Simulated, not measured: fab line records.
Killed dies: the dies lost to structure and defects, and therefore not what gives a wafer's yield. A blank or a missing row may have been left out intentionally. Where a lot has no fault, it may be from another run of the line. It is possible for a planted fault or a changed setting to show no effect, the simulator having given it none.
fab line records :: flow rit_cmos
record
  lots=15
  wafers=45
  last_day=8
route steps=202 shown PWELL@42 M1@202
lots with no fault: from the same line, run without faults
start_h: the number of hours between the record's first day and the start of the first shown wafer of the lot :: wait_h: time in hours since the lot's previous step :: " unchanged from the row above :: L1.1+2: one row covering several wafers at once :: - either no value or no given start :: * or withheld: withheld :: < > ~ a bound
route shown NAME@n: names a module that has steps shown in the file, with the first one's number in the route :: usual: mean/standard deviation taken from wafers without a fault :: same: alike in all rows :: chamber/n: place in a boat :: sites: the reading at each site :: _std_site: their standard deviation :: _edge_site: outer sites' mean less inner sites' :: radius_mm: how far each site lies from the wafer's centre :: mask NAME#n: copy n :: behind: tool/chamber where the wafer was last shaped :: hold: what put the lot on hold/how long, in hours/how the hold closed :: device: whichever transistor did not switch (one of n, p or np) :: end of line: the route-end tests of the same wafers :: a step without rows: its recipe alone :: killed: not the wafer's yield, but the dies lost to structure and defects at the first sort :: map: a wafer's dies, marking killed ones x, the rest . and places with no die _
set.NAME: the setting as run; set.NAME@STEP: as run at that earlier step :: model.NAME: the simulator's own value behind a step, which no gauge read
route steps across a sampled set of lots; one table per step, one row per wafer
services: when a tool's chamber went out of use (start_h, in hours from the record's first day, below 0 if earlier), for how many hours, and the reason
## steps
# step RIT_PWELL_EXPOSE_03
# recipe
  mask_id=M3
  na=0.57
  target_cd_nm=43700
  dose_mj=250
lot.wafer: L146.2+4+6
tool: iline_stepper-01
chamber: 0
start_h: 25.66
wait_h: 0.1
mask: M3#0

lot.wafer: L147.2+4+5
tool: iline_stepper-02
chamber: 0
start_h: 29.93
wait_h: 0.3
mask: M3#0

lot.wafer: L148.3+4+5
tool: iline_stepper-02
chamber: 0
start_h: 33.45
wait_h: 0.1
mask: M3#0

lot.wafer: L149.2+3+6
tool: iline_stepper-02
chamber: 0
start_h: 44.89
wait_h: 0.1
mask: M3#0

lot.wafer: L150.4+5+6
tool: iline_stepper-01
chamber: 0
start_h: 49.17
wait_h: 0.2
mask: M3#0

lot.wafer: L152.3+4+6
tool: iline_stepper-02
chamber: 0
start_h: 53.95
wait_h: 0.2
mask: M3#0

lot.wafer: L155.2+3+4
tool: iline_stepper-02
chamber: 0
start_h: 71.49
wait_h: 0.2
mask: M3#0

lot.wafer: L156.4+5+6
tool: iline_stepper-02
chamber: 0
start_h: 73.33
wait_h: 0.1
mask: M3#0

lot.wafer: L157.1+2+5
tool: iline_stepper-02
chamber: 0
start_h: 78.45
wait_h: 0.1
mask: M3#0

lot.wafer: L158.2+3+5
tool: iline_stepper-02
chamber: 0
start_h: 85.09
wait_h: 0.1
mask: M3#0

lot.wafer: L159.1+3+5
tool: iline_stepper-02
chamber: 0
start_h: 90.06
wait_h: 0.1
mask: M3#0

lot.wafer: L160.2+3+4
tool: iline_stepper-02
chamber: 0
start_h: 92.81
wait_h: 0.1
mask: M3#0

lot.wafer: L161.2+4+6
tool: iline_stepper-02
chamber: 0
start_h: 98.73
wait_h: 0.1
mask: M3#0

lot.wafer: L164.1+2+5
tool: iline_stepper-02
chamber: 0
start_h: 112.31
wait_h: 0.2
mask: M3#0

lot.wafer: L168.1+2+3
tool: iline_stepper-01
chamber: 0
start_h: 135.59
wait_h: 0.2
mask: M3#0
# step RIT_PWELL_OVL_MEAS_06
# usual
  PWELL_OVL=-0.6/1.5
lot.wafer: L146.2
tool: overlay-01
chamber: -
start_h: 26.08
wait_h: -
PWELL_OVL[nm]: -0.5

lot.wafer: L146.4
tool: overlay-01
chamber: -
start_h: 26.08
wait_h: -
PWELL_OVL[nm]: -2.5

lot.wafer: L146.6
tool: overlay-01
chamber: -
start_h: 26.08
wait_h: -
PWELL_OVL[nm]: 1.0

lot.wafer: L147.2
tool: overlay-01
chamber: -
start_h: 30.35
wait_h: -
PWELL_OVL[nm]: -2.6

lot.wafer: L147.4
tool: overlay-01
chamber: -
start_h: 30.35
wait_h: -
PWELL_OVL[nm]: -2.7

lot.wafer: L147.5
tool: overlay-01
chamber: -
start_h: 30.35
wait_h: -
PWELL_OVL[nm]: -2.8

lot.wafer: L148.3
tool: overlay-02
chamber: -
start_h: 33.86
wait_h: -
PWELL_OVL[nm]: 0.6

lot.wafer: L148.4
tool: overlay-02
chamber: -
start_h: 33.86
wait_h: -
PWELL_OVL[nm]: -0.5

lot.wafer: L148.5
tool: overlay-02
chamber: -
start_h: 33.86
wait_h: -
PWELL_OVL[nm]: 0.9

lot.wafer: L149.2
tool: overlay-01
chamber: -
start_h: 45.31
wait_h: -
PWELL_OVL[nm]: 0.3

lot.wafer: L149.3
tool: overlay-01
chamber: -
start_h: 45.31
wait_h: -
PWELL_OVL[nm]: 0.5

lot.wafer: L149.6
tool: overlay-01
chamber: -
start_h: 45.31
wait_h: -
PWELL_OVL[nm]: 1.0

lot.wafer: L150.4
tool: overlay-02
chamber: -
start_h: 49.56
wait_h: -
PWELL_OVL[nm]: 0.1

lot.wafer: L150.5
tool: overlay-02
chamber: -
start_h: 49.56
wait_h: -
PWELL_OVL[nm]: 0.0

lot.wafer: L150.6
tool: overlay-02
chamber: -
start_h: 49.56
wait_h: -
PWELL_OVL[nm]: -0.5

lot.wafer: L152.3
tool: overlay-02
chamber: -
start_h: 54.53
wait_h: -
PWELL_OVL[nm]: -1.7

lot.wafer: L152.4
tool: overlay-02
chamber: -
start_h: 54.53
wait_h: -
PWELL_OVL[nm]: -2.8

lot.wafer: L152.6
tool: overlay-02
chamber: -
start_h: 54.53
wait_h: -
PWELL_OVL[nm]: -2.9

lot.wafer: L155.2
tool: overlay-01
chamber: -
start_h: 71.91
wait_h: -
PWELL_OVL[nm]: -0.8

lot.wafer: L155.3
tool: overlay-01
chamber: -
start_h: 71.91
wait_h: -
PWELL_OVL[nm]: 0.3

lot.wafer: L155.4
tool: overlay-01
chamber: -
start_h: 71.91
wait_h: -
PWELL_OVL[nm]: -0.1

lot.wafer: L156.4
tool: overlay-01
chamber: -
start_h: 73.72
wait_h: -
PWELL_OVL[nm]: -1.5

lot.wafer: L156.5
tool: overlay-01
chamber: -
start_h: 73.72
wait_h: -
PWELL_OVL[nm]: -1.3

lot.wafer: L156.6
tool: overlay-01
chamber: -
start_h: 73.72
wait_h: -
PWELL_OVL[nm]: -1.3

lot.wafer: L157.1
tool: overlay-02
chamber: -
start_h: 78.88
wait_h: -
PWELL_OVL[nm]: -1.2

lot.wafer: L157.2
tool: overlay-02
chamber: -
start_h: 78.88
wait_h: -
PWELL_OVL[nm]: -2.5

lot.wafer: L157.5
tool: overlay-02
chamber: -
start_h: 78.88
wait_h: -
PWELL_OVL[nm]: -0.9

lot.wafer: L158.2
tool: overlay-02
chamber: -
start_h: 85.50
wait_h: -
PWELL_OVL[nm]: -0.9

lot.wafer: L158.3
tool: overlay-02
chamber: -
start_h: 85.50
wait_h: -
PWELL_OVL[nm]: 0.4

lot.wafer: L158.5
tool: overlay-02
chamber: -
start_h: 85.50
wait_h: -
PWELL_OVL[nm]: -1.4

lot.wafer: L159.1
tool: overlay-01
chamber: -
start_h: 90.49
wait_h: -
PWELL_OVL[nm]: -1.1

lot.wafer: L159.3
tool: overlay-01
chamber: -
start_h: 90.49
wait_h: -
PWELL_OVL[nm]: -0.4

lot.wafer: L159.5
tool: overlay-01
chamber: -
start_h: 90.49
wait_h: -
PWELL_OVL[nm]: 0.7

lot.wafer: L160.2
tool: overlay-02
chamber: -
start_h: 93.23
wait_h: -
PWELL_OVL[nm]: 359.0

lot.wafer: L160.3
tool: overlay-02
chamber: -
start_h: 93.23
wait_h: -
PWELL_OVL[nm]: 358.3

lot.wafer: L160.4
tool: overlay-02
chamber: -
start_h: 93.23
wait_h: -
PWELL_OVL[nm]: 358.8

lot.wafer: L161.2
tool: overlay-01
chamber: -
start_h: 99.15
wait_h: -
PWELL_OVL[nm]: 358.0

lot.wafer: L161.4
tool: overlay-01
chamber: -
start_h: 99.15
wait_h: -
PWELL_OVL[nm]: 357.7

lot.wafer: L161.6
tool: overlay-01
chamber: -
start_h: 99.15
wait_h: -
PWELL_OVL[nm]: 359.7

lot.wafer: L164.1
tool: overlay-02
chamber: -
start_h: 112.74
wait_h: -
PWELL_OVL[nm]: 360.8

lot.wafer: L164.2
tool: overlay-02
chamber: -
start_h: 112.74
wait_h: -
PWELL_OVL[nm]: 360.7

lot.wafer: L164.5
tool: overlay-02
chamber: -
start_h: 112.74
wait_h: -
PWELL_OVL[nm]: 360.0

lot.wafer: L168.1
tool: overlay-01
chamber: -
start_h: 136.02
wait_h: -
PWELL_OVL[nm]: -2.7

lot.wafer: L168.2
tool: overlay-01
chamber: -
start_h: 136.02
wait_h: -
PWELL_OVL[nm]: -3.0

lot.wafer: L168.3
tool: overlay-01
chamber: -
start_h: 136.02
wait_h: -
PWELL_OVL[nm]: -2.9
# step RIT_M1_PROBE_99
# usual
  killed_at_M0_to_M3=0.0/0.2
  killed_at_contacts=0.1/0.31
  killed_at_front_end=7/3
  killed_dies=7/3
  killed_open=3.8/2.1
  killed_short=3.6/1.9
# same
  gross_dies=264
  killed_at_M4_up=0
  killed_at_back_side=0
  killed_at_other=0
lot.wafer: L159.1
tool: prober-02
chamber: -
start_h: 127.16
wait_h: 0.1
killed_at_M0_to_M3: 0
killed_at_contacts: 0
killed_at_front_end: 4
killed_dies: 4
killed_open: 1
killed_short: 2

lot.wafer: L159.3
tool: prober-02
chamber: -
start_h: 127.26
wait_h: 0.2
killed_at_M0_to_M3: 0
killed_at_contacts: 0
killed_at_front_end: 5
killed_dies: 5
killed_open: 1
killed_short: 4

lot.wafer: L159.5
tool: prober-02
chamber: -
start_h: 127.36
wait_h: 0.2
killed_at_M0_to_M3: 0
killed_at_contacts: 0
killed_at_front_end: 8
killed_dies: 8
killed_open: 4
killed_short: 4
# killed by level:class
L159.1 FOX1:geometric_particle:short=1 GATE:geometric_particle:short=1 SILICIDE:geometric_particle:open=1 PWELL:coat_microbubble_printed=1
L159.3 GATE:geometric_particle:short=2 FOX1:geometric_particle:short=1 REOX:geometric_particle:open=1 SILICIDE:geometric_particle:short=1
L159.5 REOX:geometric_particle:open=2 SILICIDE:geometric_particle:short=2 SILICIDE:geometric_particle:open=2 GATE:geometric_particle:short=1 SPACER:geometric_particle:short=1
## services
tool: iline_stepper-01
chamber: -
start_h: 28.25
hours: 6.2
kind: repair

tool: iline_stepper-01
chamber: -
start_h: 60.26
hours: 1.7
kind: pm

tool: iline_stepper-02
chamber: 0
start_h: 74.10
hours: -
kind: calibration

tool: iline_stepper-02
chamber: -
start_h: 135.32
hours: 5.4
kind: repair
## key
first_sign
  step=RIT_PWELL_OVL_MEAS_06
  reading=PWELL_OVL
  direction=up
  sigmas=99+
  usual=-0.6
  struck=359.2
effect none on later readings
met_at RIT_PWELL_EXPOSE_03
struck_lots L160,L161,L164
tester_left_out L160,L161,L164
onset_between 90.06 92.81
fault
  kind=scanner_matching_overlay
  tool=iline_stepper-02
  chamber=-
  onset_h=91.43
  steps=RIT_PWELL_EXPOSE_03
  offset=360
# tester_left_out: of these lots the tester's yield and bins aren't shown, on N5 and GAA mostly nor the transistor test; their killed dies are dies lost to structure and defects alone, not to doping, threshold or leakage, so they don't give the yield
